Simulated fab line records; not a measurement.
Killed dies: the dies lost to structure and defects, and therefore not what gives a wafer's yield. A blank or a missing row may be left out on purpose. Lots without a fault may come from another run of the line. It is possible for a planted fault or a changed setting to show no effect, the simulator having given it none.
Split-lot experiment	flow berkeley cmos170	route with 331 steps; 5 lots, 23 wafers read

ON THE SPLIT
At UCB170_PFIELD_IMPLANT_07, the setting dose cm2 was moved away from the recipe's 2e+13 on 7 of the 23 wafers read, by -5.2% to +5.0%. This setting was run at the recipe's value on the other wafers.

FROM THE SPLIT TO THE READING: what the file shows between them, 1 step
- UCB170_PFIELD_STRIP_08: strips in O2

THE READING
PFIELD_TW, at UCB170_PFIELD_TW_MEAS_09. On this fab line, fault-free wafers typically give 600 with a standard deviation of 4.9.

wafer	tool, chamber at the split	dose cm2 as run	against the recipe	PFIELD_TW	against lot-mates on the recipe
L076.1	implanter-02, 0	2e+13	recipe	596	-
L076.2	implanter-02, 0	2e+13	recipe	598	-
L076.3	implanter-02, 0	2e+13	recipe	598	-
L076.4	implanter-02, 0	2e+13	recipe	597	-
L076.6	implanter-02, 0	2e+13	recipe	594	-
L078.1	implanter-03, 0	2e+13	recipe	602	-
L078.2	implanter-03, 0	2e+13	recipe	607	-
L078.3	implanter-03, 0	2.101e+13	+5.0%	616	+12
L078.4	implanter-03, 0	2e+13	recipe	604	-
L078.6	implanter-03, 0	2.101e+13	+5.0%	616	+12
L081.1	implanter-02, 0	1.896e+13	-5.2%	583	-11
L081.2	implanter-02, 0	2e+13	recipe	593	-
L081.4	implanter-02, 0	1.896e+13	-5.2%	582	-12
L081.5	implanter-02, 0	2e+13	recipe	595	-
L081.6	implanter-02, 0	1.896e+13	-5.2%	586	-8
L082.1	implanter-02, 0	1.939e+13	-3.0%	592	-9
L082.2	implanter-02, 0	2e+13	recipe	600	-
L082.3	implanter-02, 0	1.939e+13	-3.0%	592	-9
L082.4	implanter-02, 0	2e+13	recipe	602	-
L082.6	implanter-02, 0	2e+13	recipe	600	-
L083.3	implanter-01, 0	2e+13	recipe	605	-
L083.5	implanter-01, 0	2e+13	recipe	606	-
L083.6	implanter-01, 0	2e+13	recipe	605	-

FIT RESULTS
A straight line over all 23 wafers: PFIELD_TW changes by +3.1 for each +1% of dose cm2; r = +0.90; the points scatter about the line by 3.9.
The same after taking each lot's own level away (the mean of its wafers on the recipe; 23 wafers): +2.2 for each +1%; r = +0.97; scatter 1.5.
On that fit, the largest move of dose cm2 shifts the reading by 11.
The lots' own levels span 594.0 to 605.3, that is 2.3 times the standard deviation above.
So the lot-to-lot level changes the slope: the two fits differ.
Check: with one of the wafers moved furthest among these (-5.2%) left out of the fit, the line predicts -11.5 for it against its lot-mates. It came out at -11 against them.

OTHER SPLITS APPLIED TO THESE WAFERS
These wafers also went through other splits before the reading. Each is held against what the fit with the lots' levels taken away leaves over:
other split on the same wafers	wafers away from the commonest value	r with PFIELD_TW (lot level and that fit taken away)
UCB170_NWELL_PEB_10 peb temp c	7	-0.05
UCB170_NWELL_ETCH_13 over etch frac	8	+0.20
UCB170_PWELL_COAT_08 resist thk nm	8	+0.23
UCB170_PWELL_DEVELOP_12 develop time s	9	-0.18
UCB170_ACTIVE_OXIDATION_02 ox time s	15	+0.31
UCB170_ACTIVE_COAT_08 spin rpm	11	+0.22

FILE'S OWN FIT
PFIELD_TW changes by +2.25 for each +1% of dose cm2, r = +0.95.
